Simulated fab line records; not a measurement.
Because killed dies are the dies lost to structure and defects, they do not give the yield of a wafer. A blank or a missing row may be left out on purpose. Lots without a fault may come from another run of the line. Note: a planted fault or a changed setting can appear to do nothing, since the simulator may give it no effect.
fab line records + flow rit_cmos
record:
- lots: 5
- wafers: 15
- last_day: 7
route steps=202 shown GATE@94 REOX@98 NLDD@103
lots with no fault: from the same line, run without faults
start_h: hours from the record's first day to the start of the lot's first wafer shown + wait_h: hours from the lot's prior step to this one + " identical to the entry in the row above + L1.1+2: one row covering several wafers at once + - value missing, or start not given + * or withheld: withheld + < > ~ a bound
route shown NAME@n: NAME is a module with steps in the file, n the number in the route of the first one + usual: mean and standard deviation over wafers with no fault + same: alike in all rows + chamber/n: place in a boat + sites: the reading at each site + _std_site: standard deviation across them + _edge_site: inner sites' mean taken away from outer sites' mean + radius_mm: how far each site lies from the wafer's centre + mask NAME#n: copy n + behind: tool/chamber where the wafer was last shaped + hold: why the lot was held/for how many hours/how that ended + device: names the non-switching transistor (n, p or np) + end of line: the tests these same wafers got at the end of their route + for a step that has no rows: nothing shown but its recipe + killed: not the wafer's yield, but the dies lost to structure and defects at the first sort + map: a wafer's dies, marking killed ones x, the rest . and places with no die _
set.NAME: setting as actually run; set.NAME@STEP: the setting as run at that earlier step + model.NAME: the simulator's own value behind a step, which no gauge read
certain route steps with their lots: each step a table, each wafer a row
services: from which hour (start_h, from the record's first day; less than 0 if before it) a tool's chamber was out of use, for how many hours, and why
== steps ==
step: RIT_GATE_HARDBAKE_18
recipe:
- resist: NOVOLAK
- temp_c: 140
- time_s: 60
| lot.wafer  | tool           | chamber | start_h | wait_h |
|------------|----------------|---------|---------|--------|
| L076.1+2+6 | litho_track-03 | 0       | 52.88   | 0.0    |
| L077.1+3+4 | litho_track-02 | 0       | 61.60   | 0.0    |
| L083.1+2+3 | litho_track-02 | 0       | 92.38   | 0.1    |
| L093.2+4+6 | litho_track-01 | 0       | 136.83  | 0.0    |
| L097.1+2+3 | litho_track-03 | 0       | 153.60  | 0.1    |
step: RIT_GATE_ETCH_19
recipe:
- chemistry: SF6/CHF3/O2
- time_s: 165
- SF6_flow_sccm: 30
- CHF3_flow_sccm: 30
- O2_flow_sccm: 5
- target: poly-Si
- pressure_mtorr: 40
- rf_w: 160
- target_depth_a: 3125
- over_etch_frac: 0.25
- stop_on: SiO2
usual:
- drypump_motor_current_A: 5.5/0.6
- he_backside_leak_sccm: 2.65/0.27
- oes_product_au: 0.843/0.016
- throttle_valve_pct: 10.23/0.15
| lot.wafer | tool      | chamber | start_h | wait_h | drypump_motor_current_A | he_backside_leak_sccm | oes_product_au | rf_hours_counter_h | throttle_valve_pct |
|-----------|-----------|---------|---------|--------|-------------------------|-----------------------|----------------|--------------------|--------------------|
| L076.1    | rie_si-02 | 3       | 53.03   | 0.1    | 5.8                     | 2.81                  | 0.837          | 121                | 10.41              |
| L076.2    | "         | 1       | "       | "      | 4.7                     | 2.46                  | 0.841          | 1                  | 10.06              |
| L076.6    | "         | 0       | "       | "      | 4.9                     | 2.30                  | 0.867          | -                  | 10.27              |
| L077.1    | rie_si-01 | 0       | 61.75   | 0.1    | 6.5                     | 2.98                  | 0.808          | 59                 | 10.11              |
| L077.3    | "         | 3       | "       | "      | 5.2                     | 2.36                  | 0.804          | 66                 | 10.13              |
| L077.4    | "         | 2       | "       | "      | 6.1                     | 2.73                  | 0.821          | 71                 | 10.37              |
| L083.1    | rie_si-01 | 2       | 92.53   | 0.1    | 6.1                     | 2.96                  | 0.839          | 72                 | 10.37              |
| L083.2    | "         | 3       | "       | "      | 5.2                     | 2.40                  | 0.834          | 67                 | 10.14              |
| L083.3    | "         | 0       | "       | "      | 6.5                     | 3.15                  | 0.831          | 60                 | 10.10              |
| L093.2    | rie_si-01 | 0       | 136.95  | 0.1    | 6.5                     | 3.01                  | 0.836          | 60                 | 10.10              |
| L093.4    | "         | 2       | "       | "      | 6.1                     | 2.97                  | 0.852          | 72                 | 10.38              |
| L093.6    | "         | 3       | "       | "      | 5.2                     | 2.41                  | 0.832          | -                  | 10.14              |
| L097.1    | rie_si-02 | 0       | 153.75  | 0.1    | 4.9                     | 2.25                  | 0.872          | 36                 | 10.27              |
| L097.2    | "         | 3       | "       | "      | 5.7                     | 2.68                  | 0.847          | 122                | 10.40              |
| L097.3    | "         | 2       | "       | "      | 5.8                     | 2.58                  | 0.856          | 0                  | 10.47              |
step: RIT_GATE_STRIP_20
recipe:
- chemistry: O2
- time_s: 180
- resist: NOVOLAK
- platen_temp_c: withheld
- power_w: 500
- pressure_mtorr: 4000
- o2_flow_sccm: 4000
usual:
- drypump_motor_current_A: 5.9/0.44
| lot.wafer | tool            | chamber | start_h | wait_h | drypump_motor_current_A | rf_hours_counter_h |
|-----------|-----------------|---------|---------|--------|-------------------------|--------------------|
| L076.1    | plasma_asher-02 | 0       | 53.13   | 0.1    | 6.0                     | 41                 |
| L076.2    | "               | 1       | "       | "      | 5.4                     | 41                 |
| L076.6    | "               | 0       | "       | "      | 6.0                     | -                  |
| L077.1    | plasma_asher-01 | 1       | 61.86   | 0.1    | 6.5                     | 42                 |
| L077.3    | "               | 0       | "       | "      | 5.4                     | -                  |
| L077.4    | "               | 1       | "       | "      | 6.5                     | -                  |
| L083.1    | plasma_asher-01 | 0       | 92.64   | 0.1    | 5.4                     | 46                 |
| L083.2    | "               | 1       | "       | "      | 6.5                     | 46                 |
| L083.3    | "               | 1       | "       | "      | 6.5                     | -                  |
| L093.2    | plasma_asher-04 | 0       | 137.06  | 0.1    | 6.2                     | 35                 |
| L093.4    | "               | 0       | "       | "      | 6.2                     | -                  |
| L093.6    | "               | 1       | "       | "      | 5.5                     | -                  |
| L097.1    | plasma_asher-04 | 0       | 153.86  | 0.1    | 6.2                     | 37                 |
| L097.2    | "               | 1       | "       | "      | 5.5                     | 37                 |
| L097.3    | "               | 1       | "       | "      | 5.5                     | -                  |
step: RIT_GATE_CD_MEAS_90
recipe:
- target_cd_nm: 150
usual:
- cd_nm: 149.1/2.2
| lot.wafer | tool      | chamber | start_h | wait_h | cd_nm |
|-----------|-----------|---------|---------|--------|-------|
| L076.1    | cd_sem-02 | -       | 53.31   | 0.1    | 147.6 |
| L076.2    | "         | -       | "       | "      | 148.4 |
| L076.6    | "         | -       | "       | "      | 146.6 |
| L077.1    | cd_sem-02 | -       | 62.04   | 0.1    | 148.5 |
| L077.3    | "         | -       | "       | "      | 146.7 |
| L077.4    | "         | -       | "       | "      | 149.9 |
| L083.1    | cd_sem-02 | -       | 92.81   | 0.1    | 148.3 |
| L083.2    | "         | -       | "       | "      | 149.0 |
| L083.3    | "         | -       | "       | "      | 150.3 |
| L093.2    | cd_sem-02 | -       | 137.26  | 0.1    | 152.0 |
| L093.4    | "         | -       | "       | "      | 150.1 |
| L093.6    | "         | -       | "       | "      | 149.6 |
| L097.1    | cd_sem-01 | -       | 154.03  | 0.1    | 151.1 |
| L097.2    | "         | -       | "       | "      | 150.4 |
| L097.3    | "         | -       | "       | "      | 151.4 |
step: RIT_REOX_CLEAN_00
recipe:
- chemistry: SC1
- mix: 3:3:50
- time_s: 600
- temp_c: 75
usual:
- temp_c: 74.99/0.1
| lot.wafer | tool         | chamber | start_h | wait_h | temp_c |
|-----------|--------------|---------|---------|--------|--------|
| L076.1    | wet_bench-03 | 1       | 53.43   | 0.1    | 75.17  |
| L076.2    | "            | 1       | "       | "      | 75.09  |
| L076.6    | "            | 1       | "       | "      | 75.15  |
| L077.1    | wet_bench-01 | 3       | 62.16   | 0.1    | 74.78  |
| L077.3    | "            | 3       | "       | "      | 74.83  |
| L077.4    | "            | 3       | "       | "      | 74.83  |
| L083.1    | wet_bench-03 | 2       | 92.93   | 0.1    | 75.10  |
| L083.2    | "            | 2       | "       | "      | 74.90  |
| L083.3    | "            | 2       | "       | "      | 74.92  |
| L093.2    | wet_bench-02 | 2       | 137.36  | 0.1    | 75.04  |
| L093.4    | "            | 2       | "       | "      | 74.96  |
| L093.6    | "            | 2       | "       | "      | 75.03  |
| L097.1    | wet_bench-03 | 0       | 154.15  | 0.1    | 75.15  |
| L097.2    | "            | 0       | "       | "      | 75.00  |
| L097.3    | "            | 0       | "       | "      | 74.97  |
step: RIT_REOX_CLEAN_01
recipe:
- chemistry: dHF
- dilution: 50:1
- time_s: 30
| lot.wafer  | tool         | chamber | start_h | wait_h |
|------------|--------------|---------|---------|--------|
| L076.1+2+6 | wet_bench-02 | 0       | 53.62   | 0.0    |
| L077.1+3+4 | wet_bench-02 | 0       | 62.33   | 0.0    |
| L083.1+2+3 | wet_bench-01 | 3       | 93.11   | 0.0    |
| L093.2+4+6 | wet_bench-03 | 3       | 137.53  | 0.0    |
| L097.1+2+3 | wet_bench-03 | 0       | 154.35  | 0.0    |
step: RIT_REOX_CLEAN_02
recipe:
- chemistry: SC2
- mix: 3:3:50
- time_s: 584.9
- temp_c: 75
- dry: n2_spin
usual:
- temp_c: 74.99/0.13
| lot.wafer | tool         | chamber | start_h | wait_h | temp_c |
|-----------|--------------|---------|---------|--------|--------|
| L076.1    | wet_bench-01 | 1       | 53.64   | 0.0    | 74.95  |
| L076.2    | "            | 1       | "       | "      | 74.88  |
| L076.6    | "            | 1       | "       | "      | 74.97  |
| L077.1    | wet_bench-01 | 2       | 62.35   | 0.0    | 74.84  |
| L077.3    | "            | 2       | "       | "      | 75.08  |
| L077.4    | "            | 2       | "       | "      | 75.08  |
| L083.1    | wet_bench-02 | 0       | 93.13   | 0.0    | 75.29  |
| L083.2    | "            | 0       | "       | "      | 75.27  |
| L083.3    | "            | 0       | "       | "      | 75.27  |
| L093.2    | wet_bench-01 | 1       | 137.55  | 0.0    | 75.06  |
| L093.4    | "            | 1       | "       | "      | 74.62  |
| L093.6    | "            | 1       | "       | "      | 74.98  |
| L097.1    | wet_bench-01 | 2       | 154.39  | 0.0    | 75.04  |
| L097.2    | "            | 2       | "       | "      | 74.94  |
| L097.3    | "            | 2       | "       | "      | 74.97  |
step: RIT_REOX_OXIDATION_03
recipe:
- temp_c: 900
- ambient: O2
- target_thk_a: 252
- ox_time_s: 5580
usual:
- tube_center_temp_C_max: 902.3/0.38
| lot.wafer | tool       | chamber | start_h | wait_h | tube_center_temp_C_max |
|-----------|------------|---------|---------|--------|------------------------|
| L076.1    | furnace-04 | 0       | 54.77   | 1.0    | 902.0                  |
| L076.2    | "          | 0       | "       | "      | 902.5                  |
| L076.6    | "          | 0       | "       | "      | 902.2                  |
| L077.1    | furnace-04 | 0       | 62.77   | 0.2    | 902.0                  |
| L077.3    | "          | 0       | "       | "      | 902.6                  |
| L077.4    | "          | 0       | "       | "      | 901.8                  |
| L083.1    | furnace-04 | 0       | 93.83   | 0.5    | 902.1                  |
| L083.2    | "          | 0       | "       | "      | 902.8                  |
| L083.3    | "          | 0       | "       | "      | 901.7                  |
| L093.2    | furnace-04 | 0       | 138.59  | 0.9    | 901.7                  |
| L093.4    | "          | 0       | "       | "      | 902.7                  |
| L093.6    | "          | 0       | "       | "      | 902.3                  |
| L097.1    | furnace-01 | 0       | 154.56  | 0.0    | 901.8                  |
| L097.2    | "          | 0       | "       | "      | 902.7                  |
| L097.3    | "          | 0       | "       | "      | 902.1                  |
step: RIT_REOX_THK_MEAS_04
recipe:
- reads: SiO2_of_REOX_OXIDATION_03
usual:
- REOX_OXIDE_THK: 25.3/0.41
| lot.wafer | tool          | chamber | start_h | wait_h | REOX_OXIDE_THK[nm] |
|-----------|---------------|---------|---------|--------|--------------------|
| L076.1    | film_metro-04 | -       | 57.32   | 0.0    | 25.7               |
| L076.2    | "             | -       | "       | "      | 25.7               |
| L076.6    | "             | -       | "       | "      | 25.7               |
| L077.1    | film_metro-03 | -       | 65.32   | 0.0    | 25.5               |
| L077.3    | "             | -       | "       | "      | 25.4               |
| L077.4    | "             | -       | "       | "      | 25.7               |
| L083.1    | film_metro-04 | -       | 96.38   | 0.0    | 25.7               |
| L083.2    | "             | -       | "       | "      | 25.3               |
| L083.3    | "             | -       | "       | "      | 25.5               |
| L093.2    | film_metro-03 | -       | 141.15  | 0.0    | 25.8               |
| L093.4    | "             | -       | "       | "      | 26.0               |
| L093.6    | "             | -       | "       | "      | 25.8               |
| L097.1    | film_metro-03 | -       | 157.11  | 0.0    | 25.0               |
| L097.2    | "             | -       | "       | "      | 25.3               |
| L097.3    | "             | -       | "       | "      | 24.7               |
step: RIT_NLDD_HMDS_00
recipe:
- prime_time_s: 60
- prime_temp_c: 140
| lot.wafer  | tool           | chamber | start_h | wait_h |
|------------|----------------|---------|---------|--------|
| L076.1+2+6 | litho_track-01 | 0       | 57.38   | 0.1    |
| L077.1+3+4 | litho_track-04 | 0       | 65.45   | 0.1    |
| L083.1+2+3 | litho_track-01 | 0       | 96.44   | 0.1    |
| L093.2+4+6 | litho_track-03 | 0       | 141.45  | 0.3    |
| L097.1+2+3 | litho_track-03 | 0       | 157.17  | 0.1    |
step: RIT_NLDD_COAT_01
recipe:
- resist: NOVOLAK
- spin_rpm: 3250
- resist_thk_nm: 1000
| lot.wafer  | tool           | chamber | start_h | wait_h |
|------------|----------------|---------|---------|--------|
| L076.1+2+6 | litho_track-01 | 0       | 57.53   | 0.1    |
| L077.1+3+4 | litho_track-04 | 0       | 65.60   | 0.1    |
| L083.1+2+3 | litho_track-01 | 0       | 96.59   | 0.1    |
| L093.2+4+6 | litho_track-03 | 0       | 141.60  | 0.1    |
| L097.1+2+3 | litho_track-03 | 0       | 157.32  | 0.1    |
step: RIT_NLDD_SOFTBAKE_02
recipe:
- resist: NOVOLAK
- temp_c: 90
- time_s: 60
| lot.wafer  | tool           | chamber | start_h | wait_h |
|------------|----------------|---------|---------|--------|
| L076.1+2+6 | litho_track-01 | 0       | 57.68   | 0.1    |
| L077.1+3+4 | litho_track-04 | 0       | 65.75   | 0.1    |
| L083.1+2+3 | litho_track-01 | 0       | 96.74   | 0.1    |
| L093.2+4+6 | litho_track-03 | 0       | 141.75  | 0.1    |
| L097.1+2+3 | litho_track-03 | 0       | 157.47  | 0.1    |
== services ==
| tool            | chamber | start_h | hours | kind           |
|-----------------|---------|---------|-------|----------------|
| rie_si-01       | -       | 54.11   | 0.9   | repair         |
| rie_si-02       | 0       | 56.14   | 1.0   | repair         |
| rie_si-02       | 0       | 64.36   | 2.2   | repair         |
| plasma_asher-02 | -       | 72.88   | 49.5  | pm             |
| rie_si-02       | -       | 73.30   | 0.2   | repair         |
| rie_si-02       | 2       | 88.58   | -     | clean          |
| rie_si-02       | 2       | 88.58   | 17.0  | scheduled_down |
| rie_si-02       | 2       | 88.58   | 17.0  | vent_cycle     |
| rie_si-01       | 1       | 88.95   | -     | clean          |
| rie_si-01       | 1       | 88.95   | 22.6  | scheduled_down |
| rie_si-01       | 1       | 88.95   | 22.6  | vent_cycle     |
| plasma_asher-01 | -       | 106.39  | 14.1  | pm             |
| rie_si-02       | -       | 108.03  | 4.3   | pm             |
| furnace-04      | -       | 114.10  | 3.2   | pm             |
| furnace-01      | -       | 120.04  | 4.4   | pm             |
| plasma_asher-01 | -       | 120.52  | 9.0   | pm             |
| plasma_asher-01 | 0       | 120.52  | 9.0   | vent_cycle     |
| plasma_asher-01 | 1       | 120.52  | 9.0   | vent_cycle     |
| plasma_asher-02 | -       | 122.41  | 2.8   | pm             |
| furnace-01      | -       | 124.45  | 3.6   | pm             |
| plasma_asher-01 | 0       | 129.52  | -     | clean          |
| plasma_asher-01 | 1       | 129.52  | -     | clean          |
| rie_si-02       | -       | 137.81  | 14.6  | pm             |
| rie_si-02       | 2       | 156.49  | 12.5  | repair         |
== key ==
fault none
